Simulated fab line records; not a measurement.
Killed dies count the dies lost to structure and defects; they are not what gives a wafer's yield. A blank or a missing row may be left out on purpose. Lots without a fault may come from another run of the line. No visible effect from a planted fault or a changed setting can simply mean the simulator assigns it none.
Lot-split experiment || flow ritCmos || 23 wafers read across 5 lots, on a route 202 steps long

== ABOUT THE SPLIT ==
At RIT_GATE_CVD_08 (deposits poly-Si from SiH4, target thk 250 nm, time 2220 s), the setting pressureMtorr was moved away from the recipe's 300 mTorr on 20 of the 23 wafers read, by -9.6% to +12.7%. This setting was run at the recipe's value on the other wafers.

The split's own step is where the reading is taken.

== THE READING ==
poly-Si_of_GATE_CVD_08.thkNm (the simulator's own value, which no gauge read), in nm, at RIT_GATE_CVD_08 (deposits poly-Si from SiH4, target thk 250 nm, time 2220 s). The file does not state a usual value for it. Across the 3 wafers here that went through the recipe, the average is 254.1 nm and the standard deviation 1.2 nm.

{"wafer": "L074.2", "tool, chamber at the split": "-, -", "pressureMtorr as run, mTorr": 338, "against the recipe": "+12.7%", "poly-Si_of_GATE_CVD_08.thkNm, nm": 258.8, "against lot-mates on the recipe": "no lot-mate on the recipe"}
{"wafer": "L074.3", "tool, chamber at the split": "-, -", "pressureMtorr as run, mTorr": 338, "against the recipe": "+12.7%", "poly-Si_of_GATE_CVD_08.thkNm, nm": 259.1, "against lot-mates on the recipe": "no lot-mate on the recipe"}
{"wafer": "L074.4", "tool, chamber at the split": "-, -", "pressureMtorr as run, mTorr": 338, "against the recipe": "+12.7%", "poly-Si_of_GATE_CVD_08.thkNm, nm": 258.9, "against lot-mates on the recipe": "no lot-mate on the recipe"}
{"wafer": "L074.5", "tool, chamber at the split": "-, -", "pressureMtorr as run, mTorr": 338, "against the recipe": "+12.7%", "poly-Si_of_GATE_CVD_08.thkNm, nm": 260, "against lot-mates on the recipe": "no lot-mate on the recipe"}
{"wafer": "L074.6", "tool, chamber at the split": "-, -", "pressureMtorr as run, mTorr": 338, "against the recipe": "+12.7%", "poly-Si_of_GATE_CVD_08.thkNm, nm": 261.2, "against lot-mates on the recipe": "no lot-mate on the recipe"}
{"wafer": "L076.2", "tool, chamber at the split": "-, -", "pressureMtorr as run, mTorr": 287.1, "against the recipe": "-4.3%", "poly-Si_of_GATE_CVD_08.thkNm, nm": 240.2, "against lot-mates on the recipe": "no lot-mate on the recipe"}
{"wafer": "L076.3", "tool, chamber at the split": "-, -", "pressureMtorr as run, mTorr": 287.1, "against the recipe": "-4.3%", "poly-Si_of_GATE_CVD_08.thkNm, nm": 240.5, "against lot-mates on the recipe": "no lot-mate on the recipe"}
{"wafer": "L076.4", "tool, chamber at the split": "-, -", "pressureMtorr as run, mTorr": 287.1, "against the recipe": "-4.3%", "poly-Si_of_GATE_CVD_08.thkNm, nm": 239.1, "against lot-mates on the recipe": "no lot-mate on the recipe"}
{"wafer": "L076.5", "tool, chamber at the split": "-, -", "pressureMtorr as run, mTorr": 287.1, "against the recipe": "-4.3%", "poly-Si_of_GATE_CVD_08.thkNm, nm": 240.8, "against lot-mates on the recipe": "no lot-mate on the recipe"}
{"wafer": "L076.6", "tool, chamber at the split": "-, -", "pressureMtorr as run, mTorr": 287.1, "against the recipe": "-4.3%", "poly-Si_of_GATE_CVD_08.thkNm, nm": 239.8, "against lot-mates on the recipe": "no lot-mate on the recipe"}
{"wafer": "L081.1", "tool, chamber at the split": "-, -", "pressureMtorr as run, mTorr": 288, "against the recipe": "-4.0%", "poly-Si_of_GATE_CVD_08.thkNm, nm": 240.4, "against lot-mates on the recipe": "no lot-mate on the recipe"}
{"wafer": "L081.2", "tool, chamber at the split": "-, -", "pressureMtorr as run, mTorr": 288, "against the recipe": "-4.0%", "poly-Si_of_GATE_CVD_08.thkNm, nm": 240.3, "against lot-mates on the recipe": "no lot-mate on the recipe"}
{"wafer": "L081.3", "tool, chamber at the split": "-, -", "pressureMtorr as run, mTorr": 288, "against the recipe": "-4.0%", "poly-Si_of_GATE_CVD_08.thkNm, nm": 242, "against lot-mates on the recipe": "no lot-mate on the recipe"}
{"wafer": "L081.4", "tool, chamber at the split": "-, -", "pressureMtorr as run, mTorr": 288, "against the recipe": "-4.0%", "poly-Si_of_GATE_CVD_08.thkNm, nm": 240.8, "against lot-mates on the recipe": "no lot-mate on the recipe"}
{"wafer": "L081.5", "tool, chamber at the split": "-, -", "pressureMtorr as run, mTorr": 288, "against the recipe": "-4.0%", "poly-Si_of_GATE_CVD_08.thkNm, nm": 241.3, "against lot-mates on the recipe": "no lot-mate on the recipe"}
{"wafer": "L083.1", "tool, chamber at the split": "lpcvd-02, 1", "pressureMtorr as run, mTorr": 300, "against the recipe": "recipe", "poly-Si_of_GATE_CVD_08.thkNm, nm": 255.6, "against lot-mates on the recipe": "-"}
{"wafer": "L083.2", "tool, chamber at the split": "lpcvd-02, 1", "pressureMtorr as run, mTorr": 300, "against the recipe": "recipe", "poly-Si_of_GATE_CVD_08.thkNm, nm": 252.7, "against lot-mates on the recipe": "-"}
{"wafer": "L083.5", "tool, chamber at the split": "lpcvd-02, 1", "pressureMtorr as run, mTorr": 300, "against the recipe": "recipe", "poly-Si_of_GATE_CVD_08.thkNm, nm": 253.9, "against lot-mates on the recipe": "-"}
{"wafer": "L085.2", "tool, chamber at the split": "-, -", "pressureMtorr as run, mTorr": 271.2, "against the recipe": "-9.6%", "poly-Si_of_GATE_CVD_08.thkNm, nm": 237.1, "against lot-mates on the recipe": "no lot-mate on the recipe"}
{"wafer": "L085.3", "tool, chamber at the split": "-, -", "pressureMtorr as run, mTorr": 271.2, "against the recipe": "-9.6%", "poly-Si_of_GATE_CVD_08.thkNm, nm": 235.3, "against lot-mates on the recipe": "no lot-mate on the recipe"}
{"wafer": "L085.4", "tool, chamber at the split": "-, -", "pressureMtorr as run, mTorr": 271.2, "against the recipe": "-9.6%", "poly-Si_of_GATE_CVD_08.thkNm, nm": 235.3, "against lot-mates on the recipe": "no lot-mate on the recipe"}
{"wafer": "L085.5", "tool, chamber at the split": "-, -", "pressureMtorr as run, mTorr": 271.2, "against the recipe": "-9.6%", "poly-Si_of_GATE_CVD_08.thkNm, nm": 234.3, "against lot-mates on the recipe": "no lot-mate on the recipe"}
{"wafer": "L085.6", "tool, chamber at the split": "-, -", "pressureMtorr as run, mTorr": 271.2, "against the recipe": "-9.6%", "poly-Si_of_GATE_CVD_08.thkNm, nm": 235.4, "against lot-mates on the recipe": "no lot-mate on the recipe"}

FIT RESULTS
A straight line over all 23 wafers: poly-Si_of_GATE_CVD_08.thkNm changes by +1.12 nm for each +1% of pressureMtorr; r = +0.94; the points scatter about the line by 3.2 nm.
Too few moved wafers with a lot-mate on the recipe to fit a line net of each lot's own level.

== FILE'S OWN FIT ==
poly-Si_of_GATE_CVD_08.thkNm changes by +1.12 nm for each +1% of pressureMtorr, r = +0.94.
